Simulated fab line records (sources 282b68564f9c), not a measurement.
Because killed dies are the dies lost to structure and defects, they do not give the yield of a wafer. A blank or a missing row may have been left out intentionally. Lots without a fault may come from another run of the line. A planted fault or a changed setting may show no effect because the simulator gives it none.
fab line records	flow rit_cmos
record: lots: 6	wafers: 18	last_day: 7
route steps=202 shown NSD@133 PSD@142 M1@202
lots that met no fault: taken from a fault-free run of the same line
start_h: the number of hours between the record's first day and the start of the first shown wafer of the lot	wait_h: hours from the lot's prior step to this one	" the same as in the row above	L1.1+2: one row covering several wafers at once	- either no value or no given start	* or withheld: withheld	< > ~ a bound
route shown NAME@n: a module of which the file shows steps, and the number in the route of the first	usual: the fault-free wafers' mean and standard deviation	same: alike in all rows	chamber/n: place in a boat	sites: each site's reading	_std_site: their standard deviation	_edge_site: the outer-site mean with the inner-site mean subtracted	radius_mm: how far each site lies from the wafer's centre	mask NAME#n: copy n	behind: the last tool/chamber to shape the wafer	hold: reason for holding the lot/hours on hold/outcome of the hold	device: transistor that didn't switch, given as n, p or np	end of line: at the end of the route, the tests of the same wafers	step lacking rows: just its recipe	killed: the dies lost at the first sort to structure and to defects; this is not the yield of the wafer	map: a wafer's dies, marking killed ones x, the rest . and places with no die _
set.NAME: the setting the step ran with; set.NAME@STEP: the setting that earlier step ran with	model.NAME: the simulator's own value behind a step, which no gauge read
lots at some steps of the route; a table a step, a row a wafer
services: when a tool's chamber went out of use (start_h, in hours from the record's first day, below 0 if earlier), for how many hours, and the reason
== steps ==
step: RIT_NSD_SOFTBAKE_02
recipe: resist: NOVOLAK	temp_c: 90	time_s: 60
step: RIT_NSD_EXPOSE_03
recipe: mask_id: M9	na: 0.57	target_cd_nm: 40700	dose_mj: 250
step: RIT_NSD_PEB_04
recipe: resist: NOVOLAK	temp_c: withheld	time_s: withheld
step: RIT_NSD_DEVELOP_05
recipe: resist: NOVOLAK	develop_time_s: 50	dev_temp_c: 23
step: RIT_NSD_OVL_MEAS_06
usual: NSD_OVL: -0.2/1.3
lot.wafer	tool	chamber	start_h	wait_h	NSD_OVL[nm]
L714.2	overlay-02	-	51.95	-	-2.5
L714.3	"	-	"	"	-0.6
L714.6	"	-	"	"	-2.3
L721.2	overlay-02	-	87.48	-	1.8
L721.3	"	-	"	"	0.6
L721.4	"	-	"	"	1.9
L723.2	overlay-02	-	96.84	-	0.9
L723.5	"	-	"	"	-0.1
L723.6	"	-	"	"	1.0
L731.1	overlay-02	-	138.21	-	0.0
L731.2	"	-	"	"	-1.1
L731.4	"	-	"	"	0.9
L733.1	overlay-02	-	144.21	-	1.3
L733.2	"	-	"	"	0.0
L733.5	"	-	"	"	-0.2
L734.2	overlay-01	-	152.32	-	-1.4
L734.3	"	-	"	"	-1.0
L734.5	"	-	"	"	-0.6
step: RIT_NSD_HARDBAKE_07
recipe: resist: NOVOLAK	temp_c: 138.8	time_s: 60
step: RIT_NSD_IMPLANT_08
recipe: species: P	energy_kev: 25	dose_cm2: 1e+15	tilt_deg: 7
step: RIT_NSD_STRIP_09
recipe: chemistry: O2	time_s: 180	resist: NOVOLAK	platen_temp_c: withheld	power_w: 500	pressure_mtorr: 4000	o2_flow_sccm: 4000
usual: drypump_motor_current_A: 5.6/0.35
same: time_s: 180
lot.wafer	tool	chamber	start_h	wait_h	drypump_motor_current_A	rf_hours_counter_h
L714.2	plasma_asher-03	1	52.28	0.1	5.3	41
L714.3	"	1	"	"	5.3	-
L714.6	"	1	"	"	5.3	-
L721.2	plasma_asher-03	0	87.81	0.1	5.5	45
L721.3	"	0	"	"	5.5	-
L721.4	"	1	"	"	5.3	-
L723.2	plasma_asher-02	1	97.17	0.1	5.5	44
L723.5	"	1	"	"	5.5	-
L723.6	"	0	"	"	6.4	-
L731.1	plasma_asher-03	1	138.54	0.1	5.3	51
L731.2	"	0	"	"	5.5	51
L731.4	"	1	"	"	5.3	-
L733.1	plasma_asher-02	1	144.55	0.1	5.4	50
L733.2	"	0	"	"	6.4	50
L733.5	"	0	"	"	6.4	-
L734.2	plasma_asher-03	0	152.65	0.1	5.5	52
L734.3	"	1	"	"	5.3	-
L734.5	"	0	"	"	5.5	-
step: RIT_NSD_TW_MEAS_10
usual: NSD_TW: 3143/36
lot.wafer	tool	chamber	start_h	wait_h	NSD_TW
L714.2	film_metro-04	-	52.47	0.1	3074
L714.3	"	-	"	"	3063
L714.6	"	-	"	"	3070
L721.2	film_metro-03	-	88.00	0.1	3146
L721.3	"	-	"	"	3156
L721.4	"	-	"	"	3163
L723.2	film_metro-01	-	97.36	0.1	3172
L723.5	"	-	"	"	3152
L723.6	"	-	"	"	3158
L731.1	film_metro-01	-	138.72	0.1	3163
L731.2	"	-	"	"	3167
L731.4	"	-	"	"	3172
L733.1	film_metro-03	-	144.72	0.1	3151
L733.2	"	-	"	"	3167
L733.5	"	-	"	"	3148
L734.2	film_metro-01	-	152.83	0.1	3175
L734.3	"	-	"	"	3181
L734.5	"	-	"	"	3161
step: RIT_PSD_HMDS_00
recipe: prime_time_s: 60	prime_temp_c: 140
step: RIT_PSD_COAT_01
recipe: resist: NOVOLAK	spin_rpm: 3250	resist_thk_nm: 1000
step: RIT_PSD_SOFTBAKE_02
recipe: resist: NOVOLAK	temp_c: 89.18	time_s: 60
step: RIT_PSD_EXPOSE_03
recipe: mask_id: M10	na: 0.57	target_cd_nm: 40900	dose_mj: 250
lot.wafer	tool	chamber	start_h	wait_h	mask	model.PSD.overlay_x_nm
L714.2+3+6	iline_stepper-01	0	52.99	0.1	M10#0	0.3188
L721.2+3+4	iline_stepper-02	0	88.52	0.1	M10#0	1.759
L723.2+5+6	iline_stepper-01	0	98.00	0.2	M10#0	-0.9244
L731.1+2+4	iline_stepper-02	0	139.23	0.1	M10#0	-1.255
L733.1+2+5	iline_stepper-01	0	145.36	0.2	M10#0	129.5
L734.2+3+5	iline_stepper-01	0	153.35	0.1	M10#0	130
step: RIT_PSD_PEB_04
recipe: resist: NOVOLAK	temp_c: withheld	time_s: withheld
step: RIT_PSD_DEVELOP_05
recipe: resist: NOVOLAK	develop_time_s: 50	dev_temp_c: 23
step: RIT_PSD_OVL_MEAS_06
usual: PSD_OVL: 0.1/1.2
lot.wafer	tool	chamber	start_h	wait_h	PSD_OVL[nm]
L714.2	overlay-02	-	53.37	-	1.3
L714.3	"	-	"	"	0.1
L714.6	"	-	"	"	-0.9
L721.2	overlay-01	-	88.91	-	0.4
L721.3	"	-	"	"	0.8
L721.4	"	-	"	"	1.1
L723.2	overlay-01	-	98.46	-	-1.2
L723.5	"	-	"	"	-2.1
L723.6	"	-	"	"	0.1
L731.1	overlay-02	-	139.63	-	0.0
L731.2	"	-	"	"	0.0
L731.4	"	-	"	"	-0.7
L733.1	overlay-01	-	145.76	-	130.1
L733.2	"	-	"	"	129.7
L733.5	"	-	"	"	130.0
L734.2	overlay-02	-	153.74	-	129.4
L734.3	"	-	"	"	130.6
L734.5	"	-	"	"	128.7
step: RIT_PSD_HARDBAKE_07
recipe: resist: NOVOLAK	temp_c: 140	time_s: 60
step: RIT_M1_PROBE_99
usual: killed_at_contacts: 0.1/0.34	killed_at_front_end: 6.6/2.7	killed_dies: 6.7/2.7	killed_on_rim: 1.8/1.3	killed_open: 3.5/1.9	killed_short: 3.1/1.8
same: gross_dies: 264	killed_at_M0_to_M3: 0	killed_at_M4_up: 0	killed_at_back_side: 0	killed_at_other: 0
lot.wafer	tool	chamber	start_h	wait_h	killed_at_contacts	killed_at_front_end	killed_dies	killed_on_rim	killed_open	killed_short	model.etest.select_edge_diode_p.leak_log10_a
L714.2	prober-01	-	62.04	0.1	0	5	5	2	2	3	-10.56
L714.3	prober-01	-	62.09	0.2	0	10	10	5	6	4	-10.29
L714.6	prober-01	-	62.24	0.2	0	7	7	1	6	1	-10.13
L721.2	prober-02	-	97.34	0.1	0	14	14	0	10	4	-10.22
L721.3	prober-02	-	97.39	0.2	0	11	11	2	8	3	-10.48
L721.4	prober-02	-	97.44	0.2	0	11	11	0	4	7	-10.69
L723.2	prober-02	-	107.01	0.1	0	9	9	1	4	5	-10.35
L723.5	prober-02	-	107.16	0.2	0	8	8	4	4	4	-10.29
L723.6	prober-02	-	107.21	0.2	0	7	7	1	5	2	-10.25
L731.1	prober-02	-	147.87	0.1	0	8	8	1	2	6	-10.61
L731.2	prober-02	-	147.92	0.1	0	7	7	3	5	2	-10.45
L731.4	prober-02	-	148.02	0.2	0	12	12	4	6	6	-10.56
L733.1	prober-02	-	154.02	0.1	0	9	9	3	6	3	-10.14
L733.2	prober-02	-	154.07	0.1	0	5	5	1	4	1	-9.918
L733.5	prober-02	-	154.22	0.2	1	4	5	1	2	3	-10.2
L734.2	prober-01	-	162.04	0.1	0	9	9	3	4	5	-9.658
L734.3	prober-01	-	162.09	0.2	0	7	7	2	4	3	-10.02
L734.5	prober-01	-	162.19	0.2	0	4	4	1	3	1	-9.87
killed by level:class
L714.2 GATE:geometric_particle:short=2 GATE:geometric_particle:open=1 SPACER:geometric_particle:open=1 SILICIDE:geometric_particle:short=1
L714.3 REOX:geometric_particle:open=3 GATE:geometric_particle:open=2 SILICIDE:geometric_particle:short=2 FOX1:geometric_particle:open=1 FOX1:geometric_particle:short=1 REOX:geometric_particle:short=1
L714.6 GATE:geometric_particle:open=3 GATE:geometric_particle:short=1 REOX:geometric_particle:open=1 SPACER:geometric_particle:open=1 SILICIDE:geometric_particle:open=1
L721.2 REOX:geometric_particle:open=4 GATE:geometric_particle:open=3 GATE:geometric_particle:short=2 SPACER:geometric_particle:open=2 FOX2:geometric_particle:open=1 FOX2:geometric_particle:short=1 SPACER:geometric_particle:short=1
L721.3 FOX1:geometric_particle:open=3 GATE:geometric_particle:open=3 FOX1:geometric_particle:short=1 FOX2:geometric_particle:open=1 REOX:geometric_particle:short=1 SPACER:geometric_particle:open=1 SILICIDE:geometric_particle:short=1
L721.4 FOX1:geometric_particle:open=2 GATE:geometric_particle:open=2 GATE:geometric_particle:short=2 REOX:geometric_particle:short=2 FOX1:geometric_particle:short=1 FOX2:geometric_particle:short=1 SILICIDE:geometric_particle:short=1
L723.2 FOX2:geometric_particle:short=2 GATE:geometric_particle:open=2 REOX:geometric_particle:short=2 SPACER:geometric_particle:open=2 SPACER:geometric_particle:short=1
L723.5 GATE:geometric_particle:short=2 FOX1:geometric_particle:short=1 FOX1:geometric_particle:open=1 GATE:geometric_particle:open=1 SPACER:geometric_particle:short=1 SPACER:geometric_particle:open=1 SILICIDE:geometric_particle:open=1
L723.6 FOX1:geometric_particle:open=2 FOX2:geometric_particle:open=1 GATE:geometric_particle:short=1 REOX:geometric_particle:open=1 REOX:geometric_particle:short=1 SPACER:geometric_particle:open=1
L731.1 GATE:geometric_particle:short=4 GATE:geometric_particle:open=2 REOX:geometric_particle:short=1 SILICIDE:geometric_particle:short=1
L731.2 GATE:geometric_particle:open=3 SPACER:geometric_particle:short=2 FOX2:geometric_particle:open=1 SILICIDE:geometric_particle:open=1
L731.4 FOX1:geometric_particle:short=3 FOX2:geometric_particle:open=3 GATE:geometric_particle:short=2 REOX:geometric_particle:open=2 FOX1:geometric_particle:open=1 FOX2:geometric_particle:short=1
L733.1 GATE:geometric_particle:open=3 FOX1:geometric_particle:short=1 FOX1:geometric_particle:open=1 FOX2:geometric_particle:open=1 GATE:geometric_particle:short=1 REOX:geometric_particle:open=1 SILICIDE:geometric_particle:short=1
L733.2 REOX:geometric_particle:open=2 FOX1:geometric_particle:short=1 GATE:geometric_particle:open=1 SPACER:geometric_particle:open=1
L733.5 GATE:geometric_particle:open=1 SPACER:geometric_particle:short=1 SILICIDE:geometric_particle:open=1 SILICIDE:geometric_particle:short=1 CONTACT:geometric_particle:short=1
L734.2 GATE:geometric_particle:short=2 GATE:geometric_particle:open=2 SPACER:geometric_particle:short=2 FOX1:geometric_particle:open=1 REOX:geometric_particle:open=1 SILICIDE:geometric_particle:short=1
L734.3 SILICIDE:geometric_particle:short=2 FOX1:geometric_particle:open=1 GATE:geometric_particle:open=1 GATE:geometric_particle:short=1 REOX:geometric_particle:open=1 SILICIDE:geometric_particle:open=1
L734.5 GATE:geometric_particle:open=3 REOX:geometric_particle:short=1
== services ==
tool	chamber	start_h	hours	kind
iline_stepper-02	-	54.26	1.7	pm
iline_stepper-01	-	127.65	1.7	pm
iline_stepper-01	-	130.37	8.9	pm
== key ==
first_sign: step: RIT_PSD_OVL_MEAS_06	reading: PSD_OVL	direction: up	sigmas: 99+	usual: 0.1	struck: 129.8
effect none on later readings
model_effect: step: RIT_PSD_EXPOSE_03	value: PSD.overlay_x_nm	without: -0.2605	struck: 129.7
model_effect: step: RIT_M1_PROBE_99	value: etest.select_edge_diode_p.leak_log10_a	without: -10.35	struck: -9.969
met_at RIT_PSD_EXPOSE_03
struck_wafers L733.1,L733.2,L733.5,L734.2,L734.3,L734.5
tester_left_out L733,L734
onset_between 98.00 145.36
also_fits time
fault: kind: scanner_matching_overlay	tool: iline_stepper-01	chamber: -	onset_h: 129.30	steps: RIT_PSD_EXPOSE_03	offset: 130
tester_left_out: of these lots the tester's yield and bins aren't shown, on N5 and GAA mostly nor the transistor test; their killed dies are dies lost to structure and defects alone, not to doping, threshold or leakage, so they don't give the yield
